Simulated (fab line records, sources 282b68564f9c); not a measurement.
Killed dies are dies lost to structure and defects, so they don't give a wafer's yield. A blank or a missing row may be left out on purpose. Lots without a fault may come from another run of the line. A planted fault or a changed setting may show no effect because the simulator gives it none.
Split-lot experiment | flow rit_cmos | 5 lots, 23 wafers read, on a route of 202 steps

THE SPLIT
At RIT_FOX2_OXIDATION_00 (target thk 350.7 nm, ox time 1130 s), the setting ox_time_s was moved away from the recipe's 1130 s on 20 of the 23 wafers read, by -11.9% to +8.0%. The other wafers ran this setting at the recipe's value.

FROM THE SPLIT TO THE READING: what the file shows between them, 8 steps
- RIT_FOX2_THK_MEAS_01
- RIT_FOX2_CLEAN_02: cleans in dHF, time 180 s
- RIT_FOX2_WET_ETCH_03: etches Si3N4 in H3PO4, target depth 195 nm, time 2700 s
- RIT_FOX2_THK_MEAS_90
- RIT_PRETRO_IMPLANT_08 (also split here: dose_cm2)
- RIT_PRETRO_STRIP_09: strips in O2, time 180 s
- RIT_GATE_CLEAN_03: cleans in SC2, time 600 s
- RIT_GATE_CLEAN_04: cleans in dHF, time 60 s

THE READING
FIELD_OXIDE_LEFT_2_THK, in nm, at RIT_FOX2_THK_MEAS_91. Fault-free wafers of this fab line usually give 255 nm, standard deviation 5.7 nm.

wafer  | tool, chamber at the split | ox_time_s as run, s | against the recipe | FIELD_OXIDE_LEFT_2_THK, nm | against lot-mates on the recipe
L074.1 | -, -                       | 1067                | -5.6%              | 249                        | no lot-mate on the recipe
L074.2 | -, -                       | 1067                | -5.6%              | 252                        | no lot-mate on the recipe
L074.4 | -, -                       | 1067                | -5.6%              | 253                        | no lot-mate on the recipe
L074.5 | -, -                       | 1067                | -5.6%              | 250                        | no lot-mate on the recipe
L074.6 | -, -                       | 1067                | -5.6%              | 247                        | no lot-mate on the recipe
L075.1 | -, -                       | 1220                | +8.0%              | 280                        | no lot-mate on the recipe
L075.2 | -, -                       | 1220                | +8.0%              | 273                        | no lot-mate on the recipe
L075.4 | -, -                       | 1220                | +8.0%              | 281                        | no lot-mate on the recipe
L075.5 | -, -                       | 1220                | +8.0%              | 279                        | no lot-mate on the recipe
L075.6 | -, -                       | 1220                | +8.0%              | 270                        | no lot-mate on the recipe
L081.1 | -, -                       | 1035                | -8.4%              | 232                        | no lot-mate on the recipe
L081.2 | -, -                       | 1035                | -8.4%              | 233                        | no lot-mate on the recipe
L081.3 | -, -                       | 1035                | -8.4%              | 235                        | no lot-mate on the recipe
L081.5 | -, -                       | 1035                | -8.4%              | 236                        | no lot-mate on the recipe
L081.6 | -, -                       | 1035                | -8.4%              | 235                        | no lot-mate on the recipe
L082.1 | -, -                       | 995.6               | -11.9%             | 227                        | no lot-mate on the recipe
L082.2 | -, -                       | 995.6               | -11.9%             | 229                        | no lot-mate on the recipe
L082.3 | -, -                       | 995.6               | -11.9%             | 226                        | no lot-mate on the recipe
L082.4 | -, -                       | 995.6               | -11.9%             | 232                        | no lot-mate on the recipe
L082.5 | -, -                       | 995.6               | -11.9%             | 229                        | no lot-mate on the recipe
L085.1 | furnace-04, 0              | 1130                | recipe             | 258                        | -
L085.2 | furnace-04, 0              | 1130                | recipe             | 257                        | -
L085.4 | furnace-04, 0              | 1130                | recipe             | 251                        | -

THE FIT
A straight line over all 23 wafers: FIELD_OXIDE_LEFT_2_THK changes by +2.41 nm for each +1% of ox_time_s; r = +0.97; the points scatter about the line by 4.5 nm.
Too few moved wafers have a lot-mate on the recipe to fit a line with each lot's own level taken away.

THE WHOLE CHAIN: every reading that the file lists as answering this split, in the file's order
step                  | what it does                        | reading                                                                           | change (the file's fit)              | r (the file's)
RIT_FOX2_OXIDATION_00 | target thk 350.7 nm, ox time 1130 s | SiO2_of_FOX2_OXIDATION_00.thk_nm (the simulator's own value, which no gauge read) | +2.39 nm for each +1% of the setting | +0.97
RIT_FOX2_THK_MEAS_01  |                                     | FOX2_OXIDE_THK                                                                    | +2.39 for each +1% of the setting    | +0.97
RIT_FOX2_THK_MEAS_90  |                                     | FIELD_OXIDE_LEFT_1_THK                                                            | +2.38 for each +1% of the setting    | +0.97
RIT_FOX2_THK_MEAS_91  |                                     | FIELD_OXIDE_LEFT_2_THK                                                            | +2.4 for each +1% of the setting     | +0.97

THE FILE'S OWN FIT
FIELD_OXIDE_LEFT_2_THK changes by +2.4 nm for each +1% of ox_time_s, r = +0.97.
